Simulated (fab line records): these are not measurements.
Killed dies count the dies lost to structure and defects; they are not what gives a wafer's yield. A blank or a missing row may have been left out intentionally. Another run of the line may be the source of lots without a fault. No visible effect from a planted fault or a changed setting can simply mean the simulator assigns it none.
fab line records	flow ritCmos
record lots=15	wafers=45	lastDay=8
route steps=202 shown CONTACT@173
lots that met no fault: from a run of the same line without faults
startH: hours from the record's first day to the start of the lot's first wafer shown	waitH: how many hours have passed since the lot's step before this one	" as in the row above	L1.1+2: a row that stands for several wafers	- no value, or no start given	* or withheld: withheld	< > ~ a bound
route shown NAME@n: NAME is a module with steps in the file, n the number in the route of the first one	usual: average and standard deviation across the fault-free wafers	same: alike in all rows	chamber/n: place in a boat	sites: readings site by site	_std_site: how widely they spread, as a standard deviation	_edge_site: inner sites' mean taken away from outer sites' mean	radiusMm: for every site, how far away it sits from the centre of the wafer	mask NAME#n: copy n	behind: tool/chamber where the wafer was last shaped	hold: what put the lot on hold/how long, in hours/how the hold closed	device: which transistor (n, p or np) failed to switch	end of line: the tests these same wafers got at the end of their route	a step with no rows: only its recipe	killed: at the first sort, the dies lost to defects and structure; wafer yield is something else	map: dies across one wafer; x = killed, . = not, _ = none there
set.NAME: setting as actually run; set.NAME@STEP: the setting as run at that earlier step	model.NAME: the simulator's own value behind a step, which no gauge read
one table for each step of the route and one row for each wafer, over a sample of lots
services: the hour from which a tool's chamber was out of use, counted from the record's first day as startH (under 0 if before that day), plus the number of hours and why
## steps
# step RIT_CONTACT_EXPOSE_05
# recipe maskId=M11	na=0.6	sourceShape=conventional	sigmaOuter=0.5	targetCdNm=1000	doseMj=250
# usual exposureDoseMJCm2=249.88/0.22	focusOffsetNm=-0.1/0.56
lot.wafer	tool	chamber	startH	waitH	mask	exposureDoseMJCm2	focusOffsetNm
L783.1	ilineStepper-01	0	54.80	0.2	M11#0	249.97	-1.0
L783.3	"	0	"	"	M11#0	249.97	-0.5
L783.4	"	0	"	"	M11#0	250.07	-0.6
L786.2	ilineStepper-02	0	67.11	0.2	M11#0	249.68	-0.6
L786.3	"	0	"	"	M11#0	249.69	1.2
L786.5	"	0	"	"	M11#0	250.09	0.5
L788.1	ilineStepper-01	0	78.11	0.2	M11#0	250.18	0.2
L788.4	"	0	"	"	M11#0	249.94	-0.4
L788.6	"	0	"	"	M11#0	249.79	-0.1
L789.1	ilineStepper-02	0	84.98	0.2	M11#0	249.52	-1.2
L789.3	"	0	"	"	M11#0	249.95	-0.5
L789.6	"	0	"	"	M11#0	249.86	-0.1
L790.2	ilineStepper-01	0	87.97	0.2	M11#0	249.77	-0.6
L790.4	"	0	"	"	M11#0	249.77	-0.6
L790.6	"	0	"	"	M11#0	249.80	-0.4
L791.2	ilineStepper-01	0	95.24	0.1	M11#0	249.67	0.1
L791.3	"	0	"	"	M11#0	250.21	0.1
L791.6	"	0	"	"	M11#0	249.84	0.4
L792.1	ilineStepper-01	0	101.43	0.1	M11#0	249.50	-0.7
L792.5	"	0	"	"	M11#0	250.15	-0.5
L792.6	"	0	"	"	M11#0	249.83	-0.2
L794.1	ilineStepper-02	0	110.64	0.2	M11#0	250.38	-0.3
L794.3	"	0	"	"	M11#0	249.91	0.4
L794.6	"	0	"	"	M11#0	249.99	-0.6
L795.1	ilineStepper-02	0	117.72	0.1	M11#0	250.02	-0.2
L795.2	"	0	"	"	M11#0	250.15	-0.3
L795.6	"	0	"	"	M11#0	249.72	0.7
L796.2	ilineStepper-02	0	119.80	0.1	M11#0	250.02	-0.5
L796.4	"	0	"	"	M11#0	249.78	0.0
L796.6	"	0	"	"	M11#0	249.88	0.3
L797.1	ilineStepper-02	0	122.25	0.1	M11#0	250.03	0.4
L797.4	"	0	"	"	M11#0	249.73	-0.1
L797.6	"	0	"	"	M11#0	249.84	0.0
L803.3	ilineStepper-02	-	160.97	0.1	M11#0	-	-
L803.4	"	-	"	"	M11#0	-	-
L803.5	"	-	"	"	M11#0	-	-
L804.2	ilineStepper-02	-	162.44	0.1	M11#0	-	-
L804.3	"	-	"	"	M11#0	-	-
L804.4	"	-	"	"	M11#0	-	-
L805.1	ilineStepper-01	-	170.92	0.2	M11#0	-	-
L805.5	"	-	"	"	M11#0	-	-
L805.6	"	-	"	"	M11#0	-	-
L806.1	ilineStepper-02	0	182.89	0.2	M11#0	249.80	-0.3
L806.4	"	0	"	"	M11#0	249.59	-0.1
L806.6	"	0	"	"	M11#0	249.71	-0.7
## services
tool	chamber	startH	hours	kind
ilineStepper-01	-	49.18	4.2	repair
ilineStepper-02	0	99.87	-	calibration
ilineStepper-01	0	148.56	-	calibration
## key
firstSign step=RIT_CONTACT_EXPOSE_05	reading=toolRecord	direction=missing
effect none on later readings
metAt RIT_CONTACT_EXPOSE_05
struckLots L803,L804,L805
laterRowsLeftOut L803.3,L803.4,L803.5,L804.2,L804.3,L804.4,L805.1,L805.5,L805.6
sortLeftOut L803.3,L803.4,L803.5,L804.2,L804.3,L804.4,L805.1,L805.5,L805.6
testerLeftOut L803,L804,L805
onsetBetween 122.25 160.97
fault kind=skippedStepWhole	tool=ilineStepper-01,ilineStepper-02	chamber=-	onsetH=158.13	steps=RIT_CONTACT_EXPOSE_05	scope=struckLotsOnly
# testerLeftOut: of these lots the tester's yield and bins aren't shown, on N5 and GAA mostly nor the transistor test; their killed dies are dies lost to structure and defects alone, not to doping, threshold or leakage, so they don't give the yield
# sortLeftOut: the simulated sort isn't trusted on such a fault, so these wafers' sort isn't shown, and their yield isn't known
# laterRowsLeftOut: the simulator's readings of these wafers behind a module that went badly wrong aren't trusted and aren't shown, but for the sort
